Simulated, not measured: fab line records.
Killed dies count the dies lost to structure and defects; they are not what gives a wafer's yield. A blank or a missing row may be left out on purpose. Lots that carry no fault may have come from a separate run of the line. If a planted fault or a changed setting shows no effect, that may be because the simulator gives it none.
fab line records	flow berkeleyCmos170
[record] lots = 15	wafers = 45	lastDay = 11
route steps=331 shown GATE@130 NLDD@169 NSD@193
lots with no fault: from the same line, run without faults
startH: the number of hours between the record's first day and the start of the first shown wafer of the lot	waitH: time in hours since the lot's previous step	" unchanged from the row above	L1.1+2: a single row standing in for several wafers	- either no value or no given start	* or withheld: withheld	< > ~ a bound
route shown NAME@n: a module of which the file shows steps, and the number in the route of the first	usual: mean/standard deviation taken from wafers without a fault	same: alike in all rows	chamber/n: place in a boat	sites: readings site by site	_std_site: standard deviation of those values	_edge_site: outer sites' mean less inner sites'	radiusMm: how far each site lies from the wafer's centre	mask NAME#n: copy n	behind: the most recent tool/chamber to have shaped the wafer	hold: cause of the lot's hold/its duration in hours/its outcome	device: names the non-switching transistor (n, p or np)	end of line: at the end of the route, the tests of the same wafers	a step without rows: its recipe alone	killed: the dies lost at the first sort to structure and to defects; this is not the yield of the wafer	map: shows each die of a wafer: x if killed, . if not, _ if none is there
set.NAME: setting as actually run; set.NAME@STEP: the setting as run at that earlier step	model.NAME: the simulator's own value behind a step, which no gauge read
the route's steps for a sample of lots (tables are steps, rows are wafers)
services: the hour from which a tool's chamber was out of use, counted from the record's first day as startH (under 0 if before that day), plus the number of hours and why
[[steps]]
[step UCB170_GATE_CVD_04]
[recipe] material = poly-Si	tempC = 610	precursor = SiH4	timeS = 1440	pressureMtorr = 375	targetThkNm = 214	sih4FlowSccm = 120
[usual] spikeTcSourceC = 627.4/2.7
lot.wafer	tool	chamber	startH	waitH	spikeTcSourceC
L253.1	lpcvd-02	1	98.48	1.2	627.2
L253.2	"	1	"	"	629.2
L253.3	"	1	"	"	628.5
L254.2	lpcvd-01	1	115.50	0.0	631.0
L254.5	"	1	"	"	632.3
L254.6	"	1	"	"	631.4
L255.1	lpcvd-01	0	115.50	0.0	626.8
L255.3	"	0	"	"	626.7
L255.6	"	0	"	"	627.3
L256.4	lpcvd-01	0	115.50	0.0	627.7
L256.5	"	0	"	"	627.5
L256.6	"	0	"	"	627.9
L259.1	lpcvd-01	0	134.44	0.8	628.1
L259.4	"	0	"	"	628.1
L259.6	"	0	"	"	627.2
L260.3	lpcvd-01	1	144.99	0.0	631.7
L260.4	"	1	"	"	631.6
L260.6	"	1	"	"	630.3
L261.2	lpcvd-01	1	165.81	0.0	630.0
L261.3	"	1	"	"	630.1
L261.5	"	1	"	"	632.2
L262.3	lpcvd-01	0	165.81	0.0	627.0
L262.5	"	0	"	"	628.4
L262.6	"	0	"	"	628.1
L264.2	lpcvd-02	0	170.23	0.5	625.1
L264.4	"	0	"	"	623.1
L264.5	"	0	"	"	622.5
L266.4	lpcvd-02	0	176.72	0.0	622.6
L266.5	"	0	"	"	622.9
L266.6	"	0	"	"	622.9
L266.4	lpcvd-02	0	178.29	0.2	623.9
L266.5	"	0	"	"	624.1
L266.6	"	0	"	"	624.5
L269.2	lpcvd-02	0	201.34	0.0	622.2
L269.3	"	0	"	"	625.2
L269.5	"	0	"	"	623.4
L269.2	lpcvd-02	0	202.91	0.2	623.3
L269.3	"	0	"	"	623.4
L269.5	"	0	"	"	623.9
L271.1	lpcvd-01	0	212.37	0.0	625.9
L271.2	"	0	"	"	627.9
L271.5	"	0	"	"	626.5
L271.1	lpcvd-01	0	213.94	0.2	628.2
L271.2	"	0	"	"	627.8
L271.5	"	0	"	"	627.0
L273.2	lpcvd-01	1	220.09	0.0	630.1
L273.3	"	1	"	"	631.1
L273.6	"	1	"	"	632.5
L275.2	lpcvd-02	0	225.56	0.0	623.9
L275.5	"	0	"	"	622.9
L275.6	"	0	"	"	623.6
L276.1	lpcvd-02	1	233.81	0.0	627.9
L276.2	"	1	"	"	625.2
L276.4	"	1	"	"	627.9
[step UCB170_GATE_THK_MEAS_05]
[recipe] reads = poly-Si_of_GATE_CVD_04
[usual] GATE_POLY_THK = 212.3/2.5
lot.wafer	tool	chamber	startH	waitH	GATE_POLY_THK[nm]
L253.1	filmMetro-04	-	100.00	0.1	210.2
L253.2	"	-	"	"	209.6
L253.3	"	-	"	"	209.5
L255.1	filmMetro-04	-	116.90	0.0	213.2
L255.3	"	-	"	"	212.0
L255.6	"	-	"	"	211.7
L254.2	filmMetro-01	-	116.91	0.0	212.4
L254.5	"	-	"	"	210.2
L254.6	"	-	"	"	211.5
L256.4	filmMetro-03	-	116.95	0.1	209.5
L256.5	"	-	"	"	212.4
L256.6	"	-	"	"	210.7
L259.1	filmMetro-04	-	136.54	0.0	208.4
L259.4	"	-	"	"	210.4
L259.6	"	-	"	"	211.4
L260.3	filmMetro-03	-	146.41	0.0	208.3
L260.4	"	-	"	"	211.3
L260.6	"	-	"	"	209.5
L261.2	filmMetro-04	-	167.22	0.0	211.9
L261.3	"	-	"	"	210.9
L261.5	"	-	"	"	210.4
L262.3	filmMetro-01	-	167.23	0.0	213.9
L262.5	"	-	"	"	213.8
L262.6	"	-	"	"	213.8
L264.2	filmMetro-01	-	171.64	0.0	211.9
L264.4	"	-	"	"	215.0
L264.5	"	-	"	"	213.1
L266.4	filmMetro-03	-	179.74	0.1	419.2
L266.5	"	-	"	"	421.6
L266.6	"	-	"	"	417.9
L269.2	filmMetro-01	-	204.32	0.0	429.7
L269.3	"	-	"	"	430.4
L269.5	"	-	"	"	430.0
L271.1	filmMetro-04	-	215.34	0.0	427.1
L271.2	"	-	"	"	423.8
L271.5	"	-	"	"	427.6
L273.2	filmMetro-04	-	221.51	0.0	215.7
L273.3	"	-	"	"	213.9
L273.6	"	-	"	"	213.4
L275.2	filmMetro-03	-	226.97	0.0	211.6
L275.5	"	-	"	"	212.5
L275.6	"	-	"	"	211.7
L276.1	filmMetro-04	-	235.21	0.0	215.2
L276.2	"	-	"	"	215.0
L276.4	"	-	"	"	214.3
[step UCB170_GATE_ETCH_15]
[recipe] chemistry = HBr/Cl2	target = poly-Si	stopOn = SiO2	overEtchFrac = 0.3	icpW = 300	biasW = 150	timeS = 56.3	pressureMtorr = 15	HBr_flow_sccm = 150	Cl2_flow_sccm = 50	targetDepthA = 2782
[usual] chamberPressureMTorr = 15.001/0.013	drypumpMotorCurrentA = 5.16/0.26	oesProductAu = 0.832/0.0097	throttleValvePct = 26.5/0.32
[same] overEtchFrac = 0.3
lot.wafer	tool	chamber	startH	waitH	chamberPressureMTorr	drypumpMotorCurrentA	oesProductAu	rfHoursCounterH	throttleValvePct
L253.1	rieSi-02	0	101.93	-	14.999	4.76	0.821	15	26.3
L253.2	"	1	"	"	15.006	5.33	0.826	36	26.0
L253.3	"	2	"	"	14.995	4.97	0.813	105	26.8
L255.1	rieSi-01	1	119.05	-	14.985	5.53	0.847	19	26.1
L255.3	"	3	"	"	15.016	4.93	0.823	27	26.5
L255.6	"	1	"	"	15.007	5.52	0.839	-	26.1
L254.2	rieSi-02	0	119.25	-	14.993	4.80	0.837	15	26.3
L254.5	"	2	"	"	14.975	4.98	0.820	-	26.8
L254.6	"	3	"	"	15.009	5.47	0.823	-	26.8
L256.4	rieSi-01	3	134.26	-	15.007	4.91	0.825	27	26.5
L256.5	"	2	"	"	15.011	4.98	0.834	-	26.6
L256.6	"	1	"	"	15.001	5.51	0.830	-	26.1
L259.1	rieSi-01	2	138.00	-	15.009	5.01	0.829	78	26.6
L259.4	"	1	"	"	14.995	5.51	0.848	19	26.0
L259.6	"	3	"	"	15.027	4.93	0.830	-	26.5
L260.3	rieSi-01	0	147.49	-	14.993	5.31	0.812	64	26.7
L260.4	"	3	"	"	15.010	4.90	0.824	27	26.5
L260.6	"	1	"	"	15.008	5.49	0.831	-	26.1
L262.3	rieSi-02	3	169.34	-	15.007	5.47	0.837	43	26.8
L262.5	"	0	"	"	14.980	4.77	0.842	-	26.3
L262.6	"	3	"	"	14.986	5.48	0.839	-	26.8
L261.2	rieSi-01	2	169.41	-	14.996	4.99	0.829	78	26.7
L261.3	"	3	"	"	14.994	4.92	0.825	27	26.5
L261.5	"	0	"	"	14.984	5.29	0.822	-	26.7
L264.2	rieSi-01	3	173.00	-	15.009	4.92	0.823	27	26.5
L264.4	"	2	"	"	15.008	5.01	0.845	78	26.7
L264.5	"	1	"	"	15.004	5.50	0.842	-	26.1
L266.4	rieSi-02	3	181.03	-	15.005	5.46	1.003	43	26.8
L266.5	"	2	"	"	15.006	4.95	0.990	-	26.8
L266.6	"	1	"	"	15.005	5.35	1.009	-	26.0
L269.2	rieSi-01	2	205.85	-	15.011	5.00	1.005	78	26.7
L269.3	"	0	"	"	15.003	5.32	0.995	64	26.7
L269.5	"	1	"	"	14.987	5.51	1.028	-	26.1
L271.1	rieSi-02	3	216.44	-	15.012	5.44	1.005	44	26.8
L271.2	"	2	"	"	15.010	4.94	1.004	106	26.9
L271.5	"	2	"	"	15.013	4.98	1.009	-	26.9
L273.2	rieSi-01	1	222.73	-	14.984	5.52	0.862	19	26.1
L273.3	"	3	"	"	15.004	4.91	0.833	27	26.5
L273.6	"	3	"	"	14.997	4.90	0.827	-	26.5
L275.2	rieSi-01	3	228.69	-	14.994	4.90	0.823	27	26.5
L275.5	"	0	"	"	15.017	5.27	0.827	-	26.7
L275.6	"	1	"	"	15.003	5.49	0.835	-	26.1
L276.1	rieSi-01	1	236.31	-	15.022	5.50	0.850	19	26.1
L276.2	"	0	"	"	15.002	5.28	0.831	64	26.7
L276.4	"	3	"	"	15.008	4.90	0.834	27	26.5
[step UCB170_GATE_STRIP_16]
[recipe] chemistry = O2	powerW = 400	pressureMtorr = 3500	platenTempC = withheld	o2FlowSccm = 400	overashFraction = 0.5
[usual] chamberPressureMTorr = 3500.0/2.8	drypumpMotorCurrentA = 5.51/0.092	o2FlowSccm = 400.0/1.1	oesProductAu = 0.724/0.0042
[same] overashFraction = 0.5
lot.wafer	tool	chamber	startH	waitH	chamberPressureMTorr	drypumpMotorCurrentA	o2FlowSccm	oesProductAu	rfHoursCounterH
L253.1	plasmaAsher-01	0	101.98	0.0	3497.6	5.50	398.0	0.729	40
L253.2	"	1	"	"	3499.7	5.37	400.6	0.733	40
L253.3	"	1	"	"	3499.7	5.39	400.3	0.727	-
L255.1	plasmaAsher-01	0	119.09	0.0	3500.3	5.49	399.4	0.725	42
L255.3	"	1	"	"	3502.3	5.39	401.1	0.723	-
L255.6	"	0	"	"	3495.1	5.50	399.0	0.729	-
L254.2	plasmaAsher-02	0	119.29	0.0	3495.9	5.51	401.5	0.731	36
L254.5	"	0	"	"	3497.7	5.55	401.0	0.722	-
L254.6	"	1	"	"	3502.6	5.51	401.0	0.728	-
L256.4	plasmaAsher-02	1	134.34	0.1	3504.3	5.53	399.2	0.722	-
L256.5	"	1	"	"	3500.8	5.53	401.0	0.724	-
L256.6	"	0	"	"	3497.8	5.53	402.1	0.722	-
L259.1	plasmaAsher-01	0	138.05	0.0	3500.3	5.45	400.3	0.727	45
L259.4	"	1	"	"	3499.8	5.37	400.1	0.723	-
L259.6	"	1	"	"	3499.4	5.39	401.8	0.725	-
L260.3	plasmaAsher-02	0	147.58	0.1	3501.9	5.56	400.8	0.725	-
L260.4	"	1	"	"	3502.6	5.51	399.0	0.724	-
L260.6	"	1	"	"	3499.1	5.52	398.3	0.727	-
L262.3	plasmaAsher-02	1	169.42	0.1	3498.4	5.51	399.1	0.724	-
L262.5	"	1	"	"	3500.5	5.52	400.5	0.716	-
L262.6	"	0	"	"	3498.6	5.55	400.4	0.725	-
L261.2	plasmaAsher-03	1	169.46	0.0	3497.6	5.69	399.5	0.720	6
L261.3	"	0	"	"	3501.6	5.40	399.3	0.729	-
L261.5	"	0	"	"	3498.7	5.41	401.1	0.724	-
L264.2	plasmaAsher-03	0	173.05	0.0	3499.8	5.44	401.5	0.725	6
L264.4	"	1	"	"	3501.9	5.71	398.9	0.723	-
L264.5	"	1	"	"	3509.0	5.69	398.8	0.726	-
L266.4	plasmaAsher-02	0	181.11	0.1	3504.0	5.59	399.6	0.721	-
L266.5	"	0	"	"	3497.6	5.62	399.2	0.732	-
L266.6	"	1	"	"	3496.1	5.52	399.8	0.730	-
L269.2	plasmaAsher-01	0	206.08	0.2	3500.9	5.49	401.5	0.725	48
L269.3	"	1	"	"	3502.2	5.37	400.3	0.730	-
L269.5	"	0	"	"	3501.3	5.48	401.0	0.723	-
L271.1	plasmaAsher-01	0	216.49	0.0	3501.6	5.48	400.8	0.728	50
L271.2	"	1	"	"	3503.7	5.40	400.9	0.720	50
L271.5	"	0	"	"	3502.0	5.49	400.9	0.729	-
L273.2	plasmaAsher-03	1	222.77	0.0	3501.0	5.74	400.1	0.723	11
L273.3	"	1	"	"	3500.8	5.72	398.3	0.721	-
L273.6	"	1	"	"	3501.8	5.70	398.9	0.724	-
L275.2	plasmaAsher-01	0	228.74	0.0	3498.2	5.47	399.7	0.723	51
L275.5	"	0	"	"	3496.9	5.47	400.5	0.727	-
L275.6	"	1	"	"	3498.0	5.38	400.1	0.722	-
L276.1	plasmaAsher-01	0	236.36	0.0	3497.5	5.53	400.2	0.720	52
L276.2	"	1	"	"	3499.6	5.37	399.0	0.719	52
L276.4	"	1	"	"	3501.6	5.36	397.4	0.715	-
[step UCB170_NLDD_TW_MEAS_11]
[usual] NLDD_TW = 2220/22
lot.wafer	tool	chamber	startH	waitH	NLDD_TW
L253.1	filmMetro-01	-	107.85	0.1	2163
L253.2	"	-	"	"	2177
L253.3	"	-	"	"	2174
L255.1	filmMetro-01	-	125.48	0.1	2193
L255.3	"	-	"	"	2197
L255.6	"	-	"	"	2189
L254.2	filmMetro-02	-	125.86	0.1	2247
L254.5	"	-	"	"	2230
L254.6	"	-	"	"	2233
L256.4	filmMetro-02	-	138.12	0.1	2241
L256.5	"	-	"	"	2229
L256.6	"	-	"	"	2240
L259.1	filmMetro-01	-	142.14	0.1	2179
L259.4	"	-	"	"	2185
L259.6	"	-	"	"	2196
L260.3	filmMetro-03	-	151.11	0.1	2236
L260.4	"	-	"	"	2233
L260.6	"	-	"	"	2212
L262.3	filmMetro-02	-	173.23	0.1	2230
L262.5	"	-	"	"	2220
L262.6	"	-	"	"	2222
L261.2	filmMetro-02	-	173.55	0.1	2217
L261.3	"	-	"	"	2218
L261.5	"	-	"	"	2229
L264.2	filmMetro-03	-	177.11	0.1	2217
L264.4	"	-	"	"	2232
L264.5	"	-	"	"	2235
L273.2	filmMetro-01	-	227.14	0.1	2195
L273.3	"	-	"	"	2185
L273.6	"	-	"	"	2181
L275.2	filmMetro-03	-	232.51	0.1	2240
L275.5	"	-	"	"	2241
L275.6	"	-	"	"	2246
L276.1	filmMetro-01	-	240.18	0.1	2187
L276.2	"	-	"	"	2185
L276.4	"	-	"	"	2179
[step UCB170_NSD_CD_MEAS_06]
[recipe] targetCdNm = 1200
[usual] cdNm = 1200.3/1.4
lot.wafer	tool	chamber	startH	waitH	cdNm
L253.1	cdSem-01	-	118.60	-	1201.6
L253.2	"	-	"	"	1199.8
L253.3	"	-	"	"	1200.8
L255.1	cdSem-02	-	132.47	-	1202.8
L255.3	"	-	"	"	1200.9
L255.6	"	-	"	"	1201.9
L254.2	cdSem-01	-	132.61	-	1199.2
L254.5	"	-	"	"	1199.0
L254.6	"	-	"	"	1200.0
L256.4	cdSem-01	-	147.63	-	1200.7
L256.5	"	-	"	"	1200.7
L256.6	"	-	"	"	1200.3
L259.1	cdSem-02	-	148.05	-	1199.6
L259.4	"	-	"	"	1199.8
L259.6	"	-	"	"	1200.3
L260.3	cdSem-01	-	159.23	-	1201.4
L260.4	"	-	"	"	1201.8
L260.6	"	-	"	"	1201.7
L262.3	cdSem-01	-	181.02	-	1200.9
L262.5	"	-	"	"	1200.4
L262.6	"	-	"	"	1200.6
L261.2	cdSem-02	-	181.24	-	1199.9
L261.3	"	-	"	"	1197.9
L261.5	"	-	"	"	1198.8
L264.2	cdSem-01	-	185.31	-	1200.1
L264.4	"	-	"	"	1199.2
L264.5	"	-	"	"	1199.7
L273.2	cdSem-01	-	236.32	-	1200.7
L273.3	"	-	"	"	1199.2
L273.6	"	-	"	"	1201.0
L275.2	cdSem-02	-	245.40	-	1200.2
L275.5	"	-	"	"	1200.5
L275.6	"	-	"	"	1200.0
L276.1	cdSem-02	-	249.11	-	1199.3
L276.2	"	-	"	"	1199.7
L276.4	"	-	"	"	1199.5
[[services]]
tool	chamber	startH	hours	kind
plasmaAsher-03	-	108.75	9.0	pm
plasmaAsher-03	0	108.75	9.0	ventCycle
plasmaAsher-03	1	108.75	9.0	ventCycle
rieSi-02	-	109.26	2.3	repair
plasmaAsher-03	0	117.75	-	clean
plasmaAsher-03	1	117.75	-	clean
rieSi-01	2	123.92	5.3	repair
plasmaAsher-03	-	161.00	4.3	pm
rieSi-01	2	161.99	7.4	repair
lpcvd-02	-	167.03	0.8	repair
plasmaAsher-01	-	168.90	10.0	pm
plasmaAsher-03	-	192.07	1.9	repair
plasmaAsher-02	-	205.49	1.3	repair
rieSi-02	-	213.75	0.2	repair
rieSi-02	2	234.02	-	clean
rieSi-02	2	234.02	31.6	scheduledDown
rieSi-02	2	234.02	31.6	ventCycle
[[key]]
[firstSign] step = UCB170_GATE_CVD_04	reading = visit	direction = added
[effect] step = UCB170_GATE_THK_MEAS_05	reading = GATE_POLY_THK	direction = up	sigmas = 85	usual = 212.3	struck = 425.3
[effect] step = UCB170_GATE_ETCH_15	reading = oesProductAu	direction = up	sigmas = 18	usual = 0.832	struck = 1.005
metAt UCB170_GATE_CVD_04
struckLots L266,L269,L271
laterRowsLeftOut L266.4,L266.5,L266.6,L269.2,L269.3,L269.5,L271.1,L271.2,L271.5
sortLeftOut L266.4,L266.5,L266.6,L269.2,L269.3,L269.5,L271.1,L271.2,L271.5
testerLeftOut L266,L269,L271
notActingAt UCB170_GATE_STRIP_16,UCB170_NLDD_TW_MEAS_11,UCB170_NSD_CD_MEAS_06
[fault] kind = repeatedStepWhole	tool = lpcvd-01,lpcvd-02	chamber = -	onsetH = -	steps = UCB170_GATE_CVD_04	times = 1	scope = struckLotsOnly
// testerLeftOut: of these lots the tester's yield and bins aren't shown, on N5 and GAA mostly nor the transistor test; their killed dies are dies lost to structure and defects alone, not to doping, threshold or leakage, so they don't give the yield
// sortLeftOut: the simulated sort isn't trusted on such a fault, so these wafers' sort isn't shown, and their yield isn't known
// laterRowsLeftOut: the simulator's readings of these wafers behind a module that went badly wrong aren't trusted and aren't shown, but for the sort
